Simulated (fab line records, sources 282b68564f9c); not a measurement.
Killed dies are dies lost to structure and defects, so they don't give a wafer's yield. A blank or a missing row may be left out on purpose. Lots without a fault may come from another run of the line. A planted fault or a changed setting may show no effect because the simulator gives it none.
A struck lot beside a sound one | flow rit_cmos | 15 steps out of a route of 202
Sound: wafers L486.1, L486.4, L486.6. Struck: wafers L493.1, L493.3, L493.4. The cause comes at the end.
At each step with rows: each side's tool, then ch and its chambers, then its first start. Under that, the readings that differ: sound wafers | struck wafers | difference of the means | sigmas: that difference in standard deviations of wafers without a fault.
alike: readings whose means differ by less than 2 such deviations, and words and numbers that are the same on both sides. not compared: withheld readings, readings that some wafer has no value for, bounds like >300 that may hide the same value, and numbers for which the record gives no deviation and whose values overlap.
The two part at a step that has a row with sigmas, a row that says differs or no value, or rows on one side only. Numbers that don't overlap but have no deviation are shown without sigmas and don't part them. A reading that every wafer of one side lacks parts them only if that side has two wafers or more.

RIT_CONTACT_OVL_MEAS_09:
  sound on overlay-01, day 4 05:15; struck on overlay-01, day 5 15:12
  reading | sound | struck                                                                     | difference                   | sigmas
  hold    | - - - | await_dispo/2.6h/release await_dispo/2.6h/release await_dispo/2.6h/release | no value on the sound wafers |
  alike: CONTACT_OVL
then, 1 step without rows for these wafers: RIT_CONTACT_HARDBAKE_10 (time 60 s).
RIT_CONTACT_ETCH_11: etches SiO2 in CHF3/CF4/Ar, stops on TiSi2, target depth 480 nm, time 320 s.
  sound on rie_diel-01 ch 0,3, day 4 05:26; struck on rie_diel-01 ch 0,2,3, day 5 15:25
  alike: O2_flow_sccm, drypump_motor_current_A, oes_product_au, throttle_valve_pct
  not compared: rf_hours_counter_h
RIT_CONTACT_STRIP_12: strips in O2, time 180 s.
  sound on plasma_asher-03 ch 0,1, day 4 05:38; struck on plasma_asher-02 ch 0,1, day 5 17:52
  alike: drypump_motor_current_A
  not compared: rf_hours_counter_h
RIT_CONTACT_CD_MEAS_90: target cd 1000 nm.
  sound on cd_sem-01, day 4 05:49; struck on cd_sem-01, day 5 18:19
  reading    | sound             | struck            | difference | sigmas
  cd_nm (nm) | 993.1 996.6 991.6 | 960.0 961.7 963.8 | -31.9      | -13
  not compared: hold
then, 2 steps without rows for these wafers: RIT_CONTACT_CLEAN_13 (cleans in SC1, time 600 s); RIT_CONTACT_CLEAN_14 (cleans in SC2, time 600 s).
RIT_M1_SPUTTER_00: material Al, target thk 400 nm, time 500 s.
  sound on pvd_sputter-02, day 4 06:18; struck on pvd_sputter-04, day 5 20:51
  alike: throttle_valve_pct
RIT_M1_RS_MEAS_01: measures by four-point-probe.
  sound on film_metro-01, day 4 06:35; struck on film_metro-03, day 5 21:09
  alike: M1_AL_RS
RIT_M1_THK_MEAS_02: measures by xrf.
  sound on film_metro-01, day 4 06:43; struck on film_metro-03, day 5 21:16
  alike: M1_AL_THK
then, 2 steps without rows for these wafers: RIT_M1_HMDS_03 (prime time 60 s); RIT_M1_COAT_04 (resist thk 1300 nm).
RIT_M1_SOFTBAKE_05: time 61.98 s.
  sound on litho_track-04 ch 0, day 4 07:04; struck on litho_track-03 ch 0, day 5 21:38
  reading                     | sound                | struck               | difference | sigmas
  heater_power_total_W (W)    | 34.65 34.60 34.70    | 33.98 33.96 33.99    | -0.67      | -14
  plate_sensor_t_centre_C (C) | 90.974 90.985 90.962 | 89.797 89.783 89.805 | -1.179     | -99 or more
  plate_sensor_t_edge_C (C)   | 91.045 91.031 91.012 | 89.835 89.845 89.845 | -1.188     | -99 or more
then, 1 step without rows for these wafers: RIT_M1_EXPOSE_06 (exposes mask M12, target cd 2600 nm).
RIT_M1_PROBE_99:
  sound on prober-02, day 4 10:56; struck on prober-01, day 6 01:02
  alike: killed_at_contacts, killed_at_front_end, killed_dies, killed_open, killed_short

WHERE THEY PART
First at RIT_CONTACT_OVL_MEAS_09; last, within this record, at RIT_M1_SOFTBAKE_05. Later steps at which nothing parts them and some readings are alike: RIT_M1_PROBE_99.

WHY: what the simulator had put in
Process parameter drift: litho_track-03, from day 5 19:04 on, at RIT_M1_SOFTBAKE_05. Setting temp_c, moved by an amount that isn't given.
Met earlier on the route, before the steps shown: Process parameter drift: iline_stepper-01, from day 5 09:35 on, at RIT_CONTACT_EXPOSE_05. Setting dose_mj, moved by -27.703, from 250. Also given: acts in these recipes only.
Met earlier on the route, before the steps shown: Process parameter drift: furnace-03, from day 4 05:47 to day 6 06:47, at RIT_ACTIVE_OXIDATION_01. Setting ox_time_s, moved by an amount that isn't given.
